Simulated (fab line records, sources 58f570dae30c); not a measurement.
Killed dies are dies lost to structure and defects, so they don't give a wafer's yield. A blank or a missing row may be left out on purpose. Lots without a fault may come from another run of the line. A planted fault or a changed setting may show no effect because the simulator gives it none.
Split-lot experiment | flow berkeley_cmos170 | 5 lots, 23 wafers read, on a route of 331 steps

THE SPLIT
At UCB170_NWELL_OXIDATION_01 (target thk 26.4 nm, ox time 1260 s), the setting ox_time_s was moved away from the recipe's 1260 s on 15 of the 23 wafers read, by -10.2% to +4.6%. The other wafers ran this setting at the recipe's value.

The reading is taken at the split's own step.

THE READING
SiO2_of_NWELL_OXIDATION_01.thk_nm (the simulator's own value, which no gauge read), in nm, at UCB170_NWELL_OXIDATION_01 (target thk 26.4 nm, ox time 1260 s). The file gives no usual value for it. The 8 wafers here that ran the recipe average 26.09 nm, standard deviation 0.53 nm.

wafer  | tool, chamber at the split | ox_time_s as run, s | against the recipe | SiO2_of_NWELL_OXIDATION_01.thk_nm, nm | against lot-mates on the recipe
L074.1 | -, -                       | 1131                | -10.2%             | 24.92                                 | no lot-mate on the recipe
L074.2 | -, -                       | 1131                | -10.2%             | 24.73                                 | no lot-mate on the recipe
L074.3 | -, -                       | 1131                | -10.2%             | 25.16                                 | no lot-mate on the recipe
L074.4 | -, -                       | 1131                | -10.2%             | 24.46                                 | no lot-mate on the recipe
L074.5 | -, -                       | 1131                | -10.2%             | 24.71                                 | no lot-mate on the recipe
L076.1 | -, -                       | 1309                | +3.9%              | 26.61                                 | no lot-mate on the recipe
L076.2 | -, -                       | 1309                | +3.9%              | 26.21                                 | no lot-mate on the recipe
L076.4 | -, -                       | 1309                | +3.9%              | 26.47                                 | no lot-mate on the recipe
L076.5 | -, -                       | 1309                | +3.9%              | 26.18                                 | no lot-mate on the recipe
L076.6 | -, -                       | 1309                | +3.9%              | 26.91                                 | no lot-mate on the recipe
L077.2 | -, -                       | 1318                | +4.6%              | 27.16                                 | no lot-mate on the recipe
L077.3 | -, -                       | 1318                | +4.6%              | 26.64                                 | no lot-mate on the recipe
L077.4 | -, -                       | 1318                | +4.6%              | 26.99                                 | no lot-mate on the recipe
L077.5 | -, -                       | 1318                | +4.6%              | 27.08                                 | no lot-mate on the recipe
L077.6 | -, -                       | 1318                | +4.6%              | 26.92                                 | no lot-mate on the recipe
L078.1 | -, -                       | 1260                | recipe             | 25.76                                 | -
L078.3 | -, -                       | 1260                | recipe             | 26.11                                 | -
L078.4 | -, -                       | 1260                | recipe             | 25.91                                 | -
L078.5 | -, -                       | 1260                | recipe             | 25.52                                 | -
L078.6 | -, -                       | 1260                | recipe             | 25.35                                 | -
L084.1 | furnace-04, 0              | 1260                | recipe             | 26.79                                 | -
L084.4 | furnace-04, 0              | 1260                | recipe             | 26.42                                 | -
L084.5 | furnace-04, 0              | 1260                | recipe             | 26.87                                 | -

THE FIT
A straight line over all 23 wafers: SiO2_of_NWELL_OXIDATION_01.thk_nm changes by +0.133 nm for each +1% of ox_time_s; r = +0.89; the points scatter about the line by 0.4 nm.
Too few moved wafers have a lot-mate on the recipe to fit a line with each lot's own level taken away.

THE FILE'S OWN FIT
SiO2_of_NWELL_OXIDATION_01.thk_nm changes by +0.133 nm for each +1% of ox_time_s, r = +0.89.
